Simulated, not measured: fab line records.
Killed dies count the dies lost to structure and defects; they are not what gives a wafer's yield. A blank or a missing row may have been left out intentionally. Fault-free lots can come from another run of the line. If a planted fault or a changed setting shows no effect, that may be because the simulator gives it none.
Which of the tools did it? ; flow ritCmos ; 14 lots, 42 wafers sampled, at 4 steps of a route of 202

== WHAT THE GAUGES READ, wafer by wafer ==
RIT_ACTIVE_BOW_MEAS_00. Usual: INCOMING_BOW typically reads 1 um, with standard deviation 6.9.
lot;measured;on;INCOMING_BOW (um);flag
L765;day 1 10:00;filmMetro-02;-9 8 9;
L767;day 1 20:01;filmMetro-01;-3 10 -1;
L768;day 2 01:04;filmMetro-02;-7 -7 4;
L769;day 2 06:01;filmMetro-03;10 6 8;
L770;day 2 11:01;filmMetro-03;-7 -2 2;
L771;day 2 16:02;filmMetro-02;5 -5 6;
L773;day 3 02:00;filmMetro-03;-5 7 1;
L775;day 3 12:01;filmMetro-01;-10 3 10;
L776;day 3 17:02;filmMetro-03;9 5 -11;
L780;day 4 13:01;filmMetro-02;5 7 1;
L781;day 4 18:01;filmMetro-01;2 0 -14;
L782;day 4 23:01;filmMetro-02;1 -1 -1;
L783;day 5 04:01;filmMetro-03;-1 -3 7;
L788;day 6 05:02;filmMetro-03;-4 -10 -4;

RIT_GATE_CD_MEAS_16: the cd target is 150 nm. Usual: cdNm 148.6 nm, standard deviation 2.9.
lot;measured;on;cdNm (nm);flag
L765;day 2 14:08;cdSem-01;156.3 153.8 153.8;
L767;day 3 05:06;cdSem-02;145.1 147.5 148.1;
L768;day 3 07:40;cdSem-02;153.2 152.4 150.2;
L769;day 3 16:01;cdSem-01;149.6 151.1 149.6;
L770;day 3 19:23;cdSem-01;150.9 149.6 151.2;
L771;day 3 22:56;cdSem-02;143.3 144.7 145.9;
L773;day 4 11:54;cdSem-01;145.5 145.8 144.4;
L775;day 5 01:11;cdSem-02;152.0 151.5 151.6;
L776;day 5 03:50;cdSem-02;150.3 152.4 151.2;
L780;day 6 00:57;cdSem-01;143.6 143.7 143.0;
L781;day 6 07:30;cdSem-02;146.5 146.3 146.2;
L782;day 6 20:31;cdSem-02;149.2 149.6 152.4;
L783;day 6 19:46;cdSem-02;151.7 151.6 152.3;
L788;day 8 01:47;cdSem-01;150.4 148.9 150.5;

== WHAT TOOL EACH LOT RAN ON (gives the tool, then ch and the chambers of the sampled wafers, and finally the start) ==
lot;RIT_NWELL_STRIP_09;RIT_NRETRO_EXPOSE_03
L765;plasmaAsher-04 ch 0,1, day 1 23:16;ilineStepper-01 ch 0, day 2 06:53
L767;plasmaAsher-01 ch 0,1, day 2 09:35;ilineStepper-02 ch 0, day 2 17:23
L768;plasmaAsher-01 ch 0,1, day 2 13:48;ilineStepper-02 ch 0, day 2 22:23
L769;plasmaAsher-01 ch 0,1, day 2 17:37;ilineStepper-01 ch 0, day 3 03:53
L770;plasmaAsher-03 ch 1, day 3 01:20;ilineStepper-01 ch 0, day 3 09:02
L771;plasmaAsher-01 ch 0,1, day 3 04:47;ilineStepper-01 ch 0, day 3 13:05
L773;plasmaAsher-03 ch 0,1, day 3 18:54;ilineStepper-01 ch 0, day 4 02:58
L775;plasmaAsher-01 ch 0,1, day 4 02:25;ilineStepper-01 ch 0, day 4 10:32
L776;plasmaAsher-01 ch 0,1, day 4 06:09;ilineStepper-02 ch 0, day 4 15:34
L780;plasmaAsher-03 ch 0,1, day 5 05:32;ilineStepper-01, day 5 15:00
L781;plasmaAsher-04 ch 0,1, day 5 08:12;ilineStepper-02, day 5 18:16
L782;plasmaAsher-03 ch 0,1, day 5 14:47;ilineStepper-01 ch 0, day 6 03:27
L783;plasmaAsher-03 ch 0,1, day 5 20:17;ilineStepper-02 ch 0, day 6 04:43
L788;plasmaAsher-01 ch 0,1, day 7 04:48;ilineStepper-02 ch 0, day 7 14:54
- RIT_NWELL_STRIP_09: strips in O2, time 180 s.
- RIT_NRETRO_EXPOSE_03: exposes mask M4, target cd 43900 nm.

== AS READ BY THE TOOLS THEMSELVES (means over the sampled wafers that have a number; for cases with no such wafer, the mark the record gives instead) ==
RIT_NWELL_STRIP_09. Usual: drypumpMotorCurrentA 5.7 A, standard deviation 0.46.
lot;tool;drypumpMotorCurrentA (A);flag
L765;plasmaAsher-04;5.6;
L767;plasmaAsher-01;5.8;
L768;plasmaAsher-01;5.7;
L769;plasmaAsher-01;5.6;
L770;plasmaAsher-03;5.0;
L771;plasmaAsher-01;5.6;
L773;plasmaAsher-03;5.4;
L775;plasmaAsher-01;5.6;
L776;plasmaAsher-01;5.6;
L780;plasmaAsher-03;5.8;
L781;plasmaAsher-04;5.6;
L782;plasmaAsher-03;5.4;
L783;plasmaAsher-03;5.8;
L788;plasmaAsher-01;5.7;

RIT_NRETRO_EXPOSE_03. Usual: exposureDoseMJCm2 249.98, standard deviation 0.21; focusOffsetNm 0.0 nm, standard deviation 0.5.
lot;tool;exposureDoseMJCm2;focusOffsetNm (nm);flag
L765;ilineStepper-01;250.12;0.2;
L767;ilineStepper-02;249.90;-0.3;
L768;ilineStepper-02;250.02;0.5;
L769;ilineStepper-01;249.91;0.6;
L770;ilineStepper-01;250.15;0.1;
L771;ilineStepper-01;249.90;0.2;
L773;ilineStepper-01;249.92;-0.1;
L775;ilineStepper-01;249.83;0.0;
L776;ilineStepper-02;249.77;0.1;
L780;ilineStepper-01;-;-;OFF
L781;ilineStepper-02;-;-;OFF
L782;ilineStepper-01;250.08;0.2;
L783;ilineStepper-02;250.11;0.2;
L788;ilineStepper-02;250.07;0.3;

== THE ANSWER, worked out from the rows above alone ==
Rule: lot off if the mean of its wafers having a number is beyond 3 standard deviations from the usual mean. A lot without any number at a reading at which 4 lots or more have one is off too. Where the step has rows for the other lots, those lots are counted as sound. After the gauges, taken in route order, come the tools' own readings; for these a lot's mean is taken, as printed above. The first step at which some lot is off is used, and at that step the reading that is off furthest; a lot without a number counts as furthest.
Off: L780, L781, at RIT_NRETRO_EXPOSE_03 (exposureDoseMJCm2). Without a number there: L780, L781.
A tool fits if, at that step or a process step before it, it ran every lot that is off, and no sound lot after the first of them. No candidate that was tried fits.

== WHAT THE SIMULATOR PUT IN ==
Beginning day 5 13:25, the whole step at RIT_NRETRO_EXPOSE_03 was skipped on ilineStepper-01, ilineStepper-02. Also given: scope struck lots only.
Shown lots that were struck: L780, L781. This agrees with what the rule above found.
